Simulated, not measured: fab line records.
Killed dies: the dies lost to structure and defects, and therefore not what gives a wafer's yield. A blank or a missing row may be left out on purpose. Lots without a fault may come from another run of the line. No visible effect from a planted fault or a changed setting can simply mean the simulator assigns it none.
Code-filled problem report in 8D (eight disciplines) form    flow ritCmos    the parts of the form that need people (team, actions taken, sign-off) are left out

## 1. THE ISSUE
At RIT_M1_METAL_ETCH_12, rfFwdPowerW averages 278.8 W over 6 wafers from 2 lots, while fault-free wafers read 248.8 W, standard deviation 0.84. That is +36 standard deviations from the usual mean.
The step: etches Al in Cl2/BCl3, stops on SiO2, time 165 s, target depth 600 nm.
Seen first at day 5 16:32 on rieMetal-01, wafer L811.2. The record has a number at this step for 42 wafers belonging to 14 lots. The rule behind "out" and "out of limits": a value lying over 4 standard deviations away from the usual mean. All remaining wafers that have a number are taken as sound.

## 2. WHAT IT IS, AND WHAT IT ISN'T
question                     is                      is not
which readings at this step  rfFwdPowerW             chamberPressureMTorr, drypumpMotorCurrentA, heBacksideLeakSccm, oesProductAu, throttleValvePct
which lots                   L811, L814              L802, L803, L804, L805, L807, L808, L809, L815, L819, L821, L822, L824
which wafers of those lots   all that have a number  -
read on which tools          rieMetal-01             rieMetal-02, rieMetal-03
when                         from day 5 16:32        up to then (21 sound wafers); but 15 sound wafers of L815, L819, L821, L822, L824 came after

## 3. WHAT RULES OUT EACH SUSPECT
Counting: a tool at a process step up to the reading stays a suspect if it ran every lot that is out and no sound lot after the first of them.
- rieMetal-01 at RIT_M1_METAL_ETCH_12 (etches Al in Cl2/BCl3, stops on SiO2, time 165 s, target depth 600 nm): kept. Every lot that is out went through it, starting with L811 (day 5 16:32), and after that it ran no sound lot; the last sound lot it ran before then is L808 (day 5 03:05). Its own rfFwdPowerW readings are out on those wafers.
Remaining after the count: rieMetal-01 at RIT_M1_METAL_ETCH_12.

## 4. THE CAUSE (what the simulator had put in)
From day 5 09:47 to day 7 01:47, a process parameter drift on rieMetal-01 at RIT_M1_METAL_ETCH_12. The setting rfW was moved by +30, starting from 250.
After counting, this tool was the only one left.

## 5. THE EFFECT CHAIN, in route order
Each row: a reading whose mean over the struck wafers that have a number lies more than 3 standard deviations from the usual. Only readings for which the record gives a usual standard deviation are gone through. hours: the time from each lot's start at the first step in this table that gives one to its start at this step, as a median over the lots. sigmas: the change in usual standard deviations.
hours  step                  reading      usual    on struck wafers  change  sigmas
0      RIT_M1_METAL_ETCH_12  rfFwdPowerW  248.8 W  278.8             +30.0   +36
The process steps in it:
- RIT_M1_METAL_ETCH_12: etches Al in Cl2/BCl3, stops on SiO2, time 165 s, target depth 600 nm.

## 6. HOW IT WOULD HAVE BEEN CAUGHT EARLIER
In this record no reading fell out of limits until day 5 16:32, 7 hours after the fault had begun at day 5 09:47.
